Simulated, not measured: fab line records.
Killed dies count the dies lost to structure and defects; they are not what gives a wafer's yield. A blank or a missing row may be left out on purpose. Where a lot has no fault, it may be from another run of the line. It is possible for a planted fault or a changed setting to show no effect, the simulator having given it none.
fab line records | flow rit_cmos
record lots=13 | wafers=39 | last_day=5
route steps=202 shown M1@200
lots with no fault: from the same line, run without faults
start_h: the number of hours between the record's first day and the start of the first shown wafer of the lot | wait_h: hours elapsed since this lot's preceding step | " as in the row above | L1.1+2: one row covering several wafers at once | - value missing, or start not given | * or withheld: withheld | < > ~ a bound
route shown NAME@n: names a module that has steps shown in the file, with the first one's number in the route | usual: mean/standard deviation taken from wafers without a fault | same: alike in all rows | chamber/n: place in a boat | sites: per-site readings | _std_site: the values' standard deviation | _edge_site: mean of outer sites minus mean of inner sites | radius_mm: how far each site lies from the wafer's centre | mask NAME#n: copy n | behind: tool/chamber where the wafer was last shaped | hold: why the lot was held/for how many hours/how that ended | device: transistor that didn't switch, given as n, p or np | end of line: the same wafers' tests at the end of the route | where a step has no rows: the recipe by itself | killed: dies that structure and defects cost at the first sort, which is not the same as the wafer's yield | map: a wafer's dies, x killed, . not, _ none there
set.NAME: setting as actually run; set.NAME@STEP: the setting as run at that earlier step | model.NAME: the simulator's own value behind a step, which no gauge read
steps of the route over a sample of lots; a table a step, a row a wafer
## steps
# step RIT_M1_ANNEAL_15
# recipe temp_c=450 | time_s=1839 | ambient=forming_gas_H2N2
# usual spike_tc_centre_C=453.2/1 | spike_tc_load_C=468.7/0.97 | spike_tc_source_C=465.5/1.1 | tube_center_temp_C=450.01/0.041 | tube_center_temp_C_max=451.13/0.18 | zone_power_centre_pct=18.40/0.19 | zone_power_load_pct=6.60/0.062 | zone_power_source_pct=6.78/0.069
lot.wafer | tool       | chamber | start_h | wait_h | spike_tc_centre_C | spike_tc_load_C | spike_tc_source_C | tube_center_temp_C | tube_center_temp_C_max | zone_power_centre_pct | zone_power_load_pct | zone_power_source_pct
L182.3    | furnace-02 | 0       | 64.52   | 0.1    | 453.8             | 468.1           | 465.0             | 450.02             | 450.98                 | 18.28                 | 6.67                | 6.87
L182.5    | "          | 0       | "       | "      | 455.2             | 469.6           | 465.9             | 449.96             | 451.12                 | 18.16                 | 6.57                | 6.80
L182.6    | "          | 0       | "       | "      | 452.6             | 467.5           | 463.6             | 449.98             | 450.89                 | 18.36                 | 6.71                | 6.70
L183.1    | furnace-02 | 0       | 69.18   | 0.1    | 453.5             | 469.5           | 466.5             | 449.93             | 450.99                 | 18.77                 | 6.44                | 6.85
L183.2    | "          | 0       | "       | "      | 452.9             | 470.1           | 465.2             | 450.04             | 451.12                 | 18.27                 | 6.50                | 6.79
L183.4    | "          | 0       | "       | "      | 452.0             | 467.7           | 464.1             | 450.05             | 451.09                 | 18.39                 | 6.55                | 6.80
L184.2    | furnace-02 | 0       | 72.70   | 0.1    | 453.8             | 467.7           | 465.5             | 450.04             | 451.19                 | 18.69                 | 6.59                | 6.85
L184.3    | "          | 0       | "       | "      | 454.0             | 469.7           | 462.8             | 449.99             | 451.22                 | 18.32                 | 6.68                | 6.72
L184.6    | "          | 0       | "       | "      | 454.4             | 467.8           | 467.8             | 450.05             | 451.46                 | 18.62                 | 6.62                | 6.78
L185.2    | furnace-02 | 0       | 80.72   | 0.1    | 454.5             | 466.9           | 467.1             | 449.97             | 451.05                 | 18.50                 | 6.62                | 6.80
L185.3    | "          | 0       | "       | "      | 454.9             | 467.8           | 466.3             | 450.05             | 451.22                 | 18.36                 | 6.59                | 6.77
L185.5    | "          | 0       | "       | "      | 453.3             | 467.4           | 464.9             | 449.95             | 451.02                 | 18.13                 | 6.62                | 6.82
L186.1    | furnace-02 | 0       | 83.93   | 0.1    | 453.6             | 468.0           | 466.8             | 449.96             | 451.47                 | 18.25                 | 6.67                | 6.89
L186.3    | "          | 0       | "       | "      | 454.9             | 469.4           | 465.5             | 450.06             | 450.98                 | 18.53                 | 6.53                | 6.78
L186.6    | "          | 0       | "       | "      | 452.3             | 467.8           | 464.7             | 449.99             | 450.94                 | 18.13                 | 6.65                | 6.85
L187.3    | furnace-02 | 0       | 87.80   | 0.1    | 454.1             | 468.8           | 464.5             | 449.97             | 451.18                 | 18.40                 | 6.59                | 6.66
L187.4    | "          | 0       | "       | "      | 451.7             | 468.7           | 466.5             | 449.99             | 451.00                 | 18.27                 | 6.55                | 6.76
L187.5    | "          | 0       | "       | "      | 453.9             | 468.9           | 465.3             | 449.98             | 451.04                 | 18.69                 | 6.49                | 6.73
L189.1    | furnace-02 | 0       | 95.61   | 0.1    | 454.2             | 470.5           | 464.8             | 450.02             | 451.06                 | 18.18                 | 6.68                | 6.71
L189.4    | "          | 0       | "       | "      | 452.1             | 467.5           | 466.0             | 449.99             | 451.14                 | 18.39                 | 6.62                | 6.79
L189.6    | "          | 0       | "       | "      | 454.5             | 469.8           | 465.4             | 450.05             | 451.20                 | 18.34                 | 6.61                | 6.79
L188.1    | furnace-02 | 0       | 97.35   | 0.1    | 453.9             | 469.8           | 466.3             | 449.93             | 451.14                 | 18.14                 | 6.66                | 6.77
L188.3    | "          | 0       | "       | "      | 452.6             | 467.8           | 466.1             | 450.1              | 451.22                 | 18.36                 | 6.64                | 6.81
L188.6    | "          | 0       | "       | "      | 452.5             | 468.4           | 467.0             | 449.98             | 450.81                 | 18.51                 | 6.63                | 6.64
L190.2    | furnace-02 | 0       | 100.55  | 0.1    | 451.7             | 468.9           | 464.4             | 450.02             | 451.02                 | 17.96                 | 6.58                | 6.62
L190.4    | "          | 0       | "       | "      | 454.7             | 468.4           | 465.4             | 450.07             | 451.55                 | 18.76                 | 6.66                | 6.76
L190.5    | "          | 0       | "       | "      | 450.8             | 469.7           | 464.1             | 449.98             | 450.97                 | 18.46                 | 6.64                | 6.73
L191.1    | furnace-02 | 0       | 113.76  | 0.1    | 488.0             | 503.8           | 501.2             | 485.14             | 485.95                 | 20.21                 | 7.51                | 7.60
L191.3    | "          | 0       | "       | "      | 486.8             | 506.7           | 500.5             | 485.28             | 486.21                 | 20.21                 | 7.50                | 7.62
L191.6    | "          | 0       | "       | "      | 488.7             | 504.2           | 502.9             | 485.21             | 486.40                 | 20.34                 | 7.61                | 7.80
L192.3    | furnace-02 | 0       | 115.26  | 1.2    | 485.6             | 502.0           | 501.4             | 485.08             | 486.45                 | 19.95                 | 7.54                | 7.61
L192.5    | "          | 0       | "       | "      | 488.0             | 505.1           | 500.8             | 485.16             | 486.29                 | 19.93                 | 7.46                | 7.60
L192.6    | "          | 0       | "       | "      | 486.6             | 505.4           | 500.6             | 485.18             | 486.69                 | 19.88                 | 7.45                | 7.53
L193.1    | furnace-02 | 0       | 117.72  | 0.1    | 487.6             | 503.4           | 500.0             | 485.19             | 486.76                 | 20.43                 | 7.33                | 7.51
L193.3    | "          | 0       | "       | "      | 487.4             | 505.1           | 501.9             | 485.15             | 486.36                 | 19.88                 | 7.51                | 7.70
L193.4    | "          | 0       | "       | "      | 488.9             | 505.4           | 500.2             | 485.17             | 486.32                 | 19.95                 | 7.60                | 7.70
L194.2    | furnace-02 | 0       | 125.46  | 0.1    | 488.0             | 505.0           | 501.8             | 485.1              | 486.38                 | 20.03                 | 7.45                | 7.72
L194.5    | "          | 0       | "       | "      | 490.4             | 505.7           | 502.8             | 485.13             | 486.12                 | 19.84                 | 7.57                | 7.73
L194.6    | "          | 0       | "       | "      | 488.1             | 505.2           | 500.0             | 485.17             | 486.31                 | 20.25                 | 7.32                | 7.64
# step RIT_M1_PROBE_99
# usual defect_limited_yield=97.4/1.1 | killed_at_contacts=0.1/0.25 | killed_at_front_end=6.8/2.9 | killed_dies=6.9/2.9 | killed_open=3.3/1.9 | killed_short=3.6/1.9
# same gross_dies=264 | killed_at_M0_to_M3=0 | killed_at_M4_up=0 | killed_at_back_side=0 | killed_at_other=0
lot.wafer | tool      | chamber | start_h | wait_h | defect_limited_yield[%] | killed_at_contacts | killed_at_front_end | killed_dies | killed_open | killed_short
L182.3    | prober-02 | -       | 66.24   | 0.2    | 96.6                    | 0                  | 9                   | 9           | 2           | 7
L182.5    | prober-02 | -       | 66.34   | 0.2    | 98.1                    | 0                  | 5                   | 5           | 2           | 3
L182.6    | prober-02 | -       | 66.39   | 0.2    | 98.5                    | 0                  | 4                   | 4           | 4           | 0
L183.1    | prober-01 | -       | 70.80   | 0.1    | 96.2                    | 0                  | 10                  | 10          | 5           | 5
L183.2    | prober-01 | -       | 70.85   | 0.1    | 98.5                    | 0                  | 4                   | 4           | 1           | 3
L183.4    | prober-01 | -       | 70.95   | 0.2    | 98.1                    | 0                  | 5                   | 5           | 2           | 3
L184.2    | prober-02 | -       | 74.37   | 0.1    | 98.5                    | 0                  | 4                   | 4           | 3           | 1
L184.3    | prober-02 | -       | 74.42   | 0.2    | 97.3                    | 0                  | 7                   | 7           | 5           | 2
L184.6    | prober-02 | -       | 74.57   | 0.2    | 97.3                    | 1                  | 6                   | 7           | 3           | 4
L185.2    | prober-01 | -       | 82.39   | 0.1    | 95.8                    | 0                  | 11                  | 11          | 3           | 8
L185.3    | prober-01 | -       | 82.44   | 0.2    | 97.3                    | 0                  | 7                   | 7           | 2           | 5
L185.5    | prober-01 | -       | 82.54   | 0.2    | 97.0                    | 0                  | 8                   | 8           | 6           | 2
L186.1    | prober-02 | -       | 85.55   | 0.1    | 97.7                    | 0                  | 6                   | 6           | 4           | 2
L186.3    | prober-02 | -       | 85.65   | 0.2    | 98.9                    | 0                  | 3                   | 3           | 2           | 1
L186.6    | prober-02 | -       | 85.80   | 0.2    | 99.2                    | 0                  | 2                   | 2           | 2           | 0
L187.3    | prober-01 | -       | 89.52   | 0.2    | 95.1                    | 1                  | 12                  | 13          | 6           | 7
L187.4    | prober-01 | -       | 89.57   | 0.2    | 97.0                    | 0                  | 8                   | 8           | 2           | 6
L187.5    | prober-01 | -       | 89.62   | 0.2    | 96.6                    | 0                  | 9                   | 9           | 5           | 4
L189.1    | prober-02 | -       | 97.23   | 0.1    | 97.3                    | 0                  | 7                   | 7           | 1           | 6
L189.4    | prober-02 | -       | 97.38   | 0.2    | 97.7                    | 0                  | 6                   | 6           | 4           | 2
L189.6    | prober-02 | -       | 97.48   | 0.2    | 94.3                    | 0                  | 15                  | 15          | 8           | 7
L188.1    | prober-01 | -       | 98.97   | 0.1    | 98.1                    | 0                  | 5                   | 5           | 3           | 2
L188.3    | prober-01 | -       | 99.07   | 0.2    | 99.2                    | 0                  | 2                   | 2           | 0           | 2
L188.6    | prober-01 | -       | 99.22   | 0.2    | 97.3                    | 0                  | 7                   | 7           | 4           | 3
L190.2    | prober-02 | -       | 102.22  | 0.1    | 97.0                    | 0                  | 8                   | 8           | 4           | 4
L190.4    | prober-02 | -       | 102.32  | 0.2    | 99.2                    | 0                  | 2                   | 2           | 0           | 2
L190.5    | prober-02 | -       | 102.37  | 0.2    | 98.5                    | 0                  | 4                   | 4           | 1           | 3
L191.1    | prober-01 | -       | 115.38  | 0.1    | 97.3                    | 1                  | 6                   | 7           | 3           | 4
L191.3    | prober-01 | -       | 115.48  | 0.2    | 96.2                    | 0                  | 10                  | 10          | 7           | 3
L191.6    | prober-01 | -       | 115.63  | 0.2    | 98.1                    | 0                  | 5                   | 5           | 4           | 1
L192.3    | prober-02 | -       | 116.98  | 0.2    | 95.8                    | 0                  | 11                  | 11          | 5           | 6
L192.5    | prober-02 | -       | 117.08  | 0.2    | 97.3                    | 0                  | 7                   | 7           | 2           | 5
L192.6    | prober-02 | -       | 117.13  | 0.2    | 95.8                    | 0                  | 11                  | 11          | 8           | 3
L193.1    | prober-01 | -       | 119.34  | 0.1    | 97.3                    | 0                  | 7                   | 7           | 3           | 4
L193.3    | prober-01 | -       | 119.44  | 0.2    | 98.1                    | 0                  | 5                   | 5           | 2           | 3
L193.4    | prober-01 | -       | 119.49  | 0.2    | 98.9                    | 0                  | 3                   | 3           | 0           | 3
L194.2    | prober-01 | -       | 127.13  | 0.1    | 95.5                    | 0                  | 12                  | 12          | 5           | 7
L194.5    | prober-01 | -       | 127.28  | 0.2    | 96.2                    | 0                  | 10                  | 10          | 6           | 4
L194.6    | prober-01 | -       | 127.33  | 0.2    | 95.5                    | 0                  | 12                  | 12          | 5           | 7
# killed by level:class
L182.3 FOX1:geometric_particle:short=2 FOX2:geometric_particle:short=2 GATE:geometric_particle:open=1 GATE:geometric_particle:short=1 REOX:geometric_particle:open=1 REOX:geometric_particle:short=1 SILICIDE:geometric_particle:short=1
L182.5 GATE:geometric_particle:open=2 SPACER:geometric_particle:short=2 GATE:geometric_particle:short=1
L182.6 FOX2:geometric_particle:open=2 REOX:geometric_particle:open=2
L183.1 GATE:geometric_particle:open=3 GATE:geometric_particle:short=2 REOX:geometric_particle:open=2 FOX2:geometric_particle:short=1 SPACER:geometric_particle:short=1 SILICIDE:geometric_particle:short=1
L183.2 FOX1:geometric_particle:short=2 REOX:geometric_particle:open=1 SILICIDE:geometric_particle:short=1
L183.4 FOX2:geometric_particle:short=2 GATE:geometric_particle:open=1 REOX:geometric_particle:short=1 REOX:geometric_particle:open=1
L184.2 GATE:geometric_particle:open=2 FOX2:geometric_particle:short=1 SPACER:geometric_particle:open=1
L184.3 GATE:geometric_particle:open=3 FOX1:geometric_particle:open=1 GATE:geometric_particle:short=1 REOX:geometric_particle:short=1 REOX:geometric_particle:open=1
L184.6 GATE:geometric_particle:short=2 FOX2:geometric_particle:short=1 FOX2:geometric_particle:open=1 GATE:geometric_particle:open=1 REOX:geometric_particle:short=1 CONTACT:geometric_particle:open=1
L185.2 GATE:geometric_particle:short=4 SPACER:geometric_particle:short=2 FOX1:geometric_particle:open=1 GATE:geometric_particle:open=1 REOX:geometric_particle:open=1 REOX:geometric_particle:short=1 SILICIDE:geometric_particle:short=1
L185.3 REOX:geometric_particle:short=2 GATE:geometric_particle:short=1 FOX2:geometric_particle:open=1 SPACER:geometric_particle:open=1 SPACER:geometric_particle:short=1 SILICIDE:geometric_particle:short=1
L185.5 GATE:geometric_particle:open=5 GATE:geometric_particle:short=2 FOX1:geometric_particle:open=1
L186.1 GATE:geometric_particle:open=2 FOX1:geometric_particle:open=1 GATE:geometric_particle:short=1 REOX:geometric_particle:open=1 SILICIDE:geometric_particle:short=1
L186.3 FOX1:geometric_particle:open=2 SPACER:geometric_particle:short=1
L186.6 GATE:geometric_particle:open=1 SILICIDE:geometric_particle:open=1
L187.3 GATE:geometric_particle:open=4 GATE:geometric_particle:short=4 FOX2:geometric_particle:short=2 REOX:geometric_particle:open=2 CONTACT:geometric_particle:short=1
L187.4 GATE:geometric_particle:short=3 FOX1:geometric_particle:short=1 GATE:geometric_particle:open=1 SPACER:geometric_particle:short=1 SPACER:geometric_particle:open=1 SILICIDE:geometric_particle:short=1
L187.5 FOX2:geometric_particle:open=2 FOX2:geometric_particle:short=1 GATE:geometric_particle:short=1 REOX:geometric_particle:short=1 REOX:geometric_particle:open=1 SPACER:geometric_particle:open=1 SILICIDE:geometric_particle:open=1 SILICIDE:geometric_particle:short=1
L189.1 GATE:geometric_particle:short=2 SPACER:geometric_particle:short=2 FOX1:geometric_particle:short=1 GATE:geometric_particle:open=1 REOX:geometric_particle:short=1
L189.4 FOX1:geometric_particle:open=2 FOX1:geometric_particle:short=1 GATE:geometric_particle:open=1 GATE:geometric_particle:short=1 REOX:geometric_particle:open=1
L189.6 GATE:geometric_particle:short=4 FOX1:geometric_particle:open=2 FOX1:geometric_particle:short=2 GATE:geometric_particle:open=2 REOX:geometric_particle:open=2 SPACER:geometric_particle:open=2 SPACER:geometric_particle:short=1
L188.1 SILICIDE:geometric_particle:open=3 FOX1:geometric_particle:short=1 FOX2:geometric_particle:short=1
L188.3 REOX:geometric_particle:short=1 SILICIDE:geometric_particle:short=1
L188.6 SILICIDE:geometric_particle:open=3 FOX1:geometric_particle:short=2 ACTIVE:geometric_particle:short=1 FOX2:geometric_particle:open=1
L190.2 GATE:geometric_particle:open=3 GATE:geometric_particle:short=3 REOX:geometric_particle:open=1 SILICIDE:geometric_particle:short=1
L190.4 FOX2:geometric_particle:short=1 GATE:geometric_particle:short=1
L190.5 REOX:geometric_particle:short=2 GATE:geometric_particle:open=1 GATE:geometric_particle:short=1
L191.1 GATE:geometric_particle:short=3 GATE:geometric_particle:open=2 FOX1:geometric_particle:open=1 CONTACT:geometric_particle:short=1
L191.3 REOX:geometric_particle:open=4 GATE:geometric_particle:short=2 FOX1:geometric_particle:short=1 FOX2:geometric_particle:open=1 GATE:geometric_particle:open=1 SPACER:geometric_particle:open=1
L191.6 GATE:geometric_particle:open=2 FOX1:geometric_particle:open=1 FOX2:geometric_particle:short=1 FOX2:geometric_particle:open=1
L192.3 GATE:geometric_particle:short=5 GATE:geometric_particle:open=2 FOX1:geometric_particle:open=1 FOX2:geometric_particle:open=1 REOX:geometric_particle:short=1 REOX:geometric_particle:open=1
L192.5 GATE:geometric_particle:short=3 FOX1:geometric_particle:open=2 REOX:geometric_particle:short=2
L192.6 GATE:geometric_particle:open=5 FOX1:geometric_particle:open=3 FOX2:geometric_particle:short=1 GATE:geometric_particle:short=1 SILICIDE:geometric_particle:short=1
L193.1 FOX1:geometric_particle:short=3 FOX1:geometric_particle:open=1 GATE:geometric_particle:open=1 SPACER:geometric_particle:open=1 SILICIDE:geometric_particle:short=1
L193.3 FOX1:geometric_particle:open=1 FOX2:geometric_particle:short=1 GATE:geometric_particle:short=1 SPACER:geometric_particle:open=1 SILICIDE:geometric_particle:short=1
L193.4 FOX2:geometric_particle:short=2 GATE:geometric_particle:short=1
L194.2 SPACER:geometric_particle:short=6 GATE:geometric_particle:open=2 SPACER:geometric_particle:open=2 GATE:geometric_particle:short=1 SILICIDE:geometric_particle:open=1
L194.5 REOX:geometric_particle:open=2 FOX1:geometric_particle:short=1 FOX1:geometric_particle:open=1 GATE:geometric_particle:open=1 GATE:geometric_particle:short=1 SPACER:geometric_particle:short=1 SPACER:geometric_particle:open=1 SILICIDE:geometric_particle:short=1
L194.6 SPACER:geometric_particle:open=3 SILICIDE:geometric_particle:short=3 GATE:geometric_particle:short=2 SPACER:geometric_particle:short=2 FOX1:geometric_particle:open=1 REOX:geometric_particle:open=1
## key
first_sign step=RIT_M1_ANNEAL_15 | reading=tube_center_temp_C | direction=up | sigmas=99+ | usual=* | struck=*
effect step=RIT_M1_ANNEAL_15 | reading=tube_center_temp_C_max | direction=up | sigmas=99+ | usual=* | struck=*
met_at RIT_M1_ANNEAL_15
struck_lots L191,L192,L193,L194
onset_between 100.55 113.76
fault kind=process_parameter_drift | tool=furnace-02 | chamber=- | onset_h=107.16 | steps=RIT_M1_ANNEAL_15 | channel=temp_c | offset=* | shape=step | end_h=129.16 | stated=*
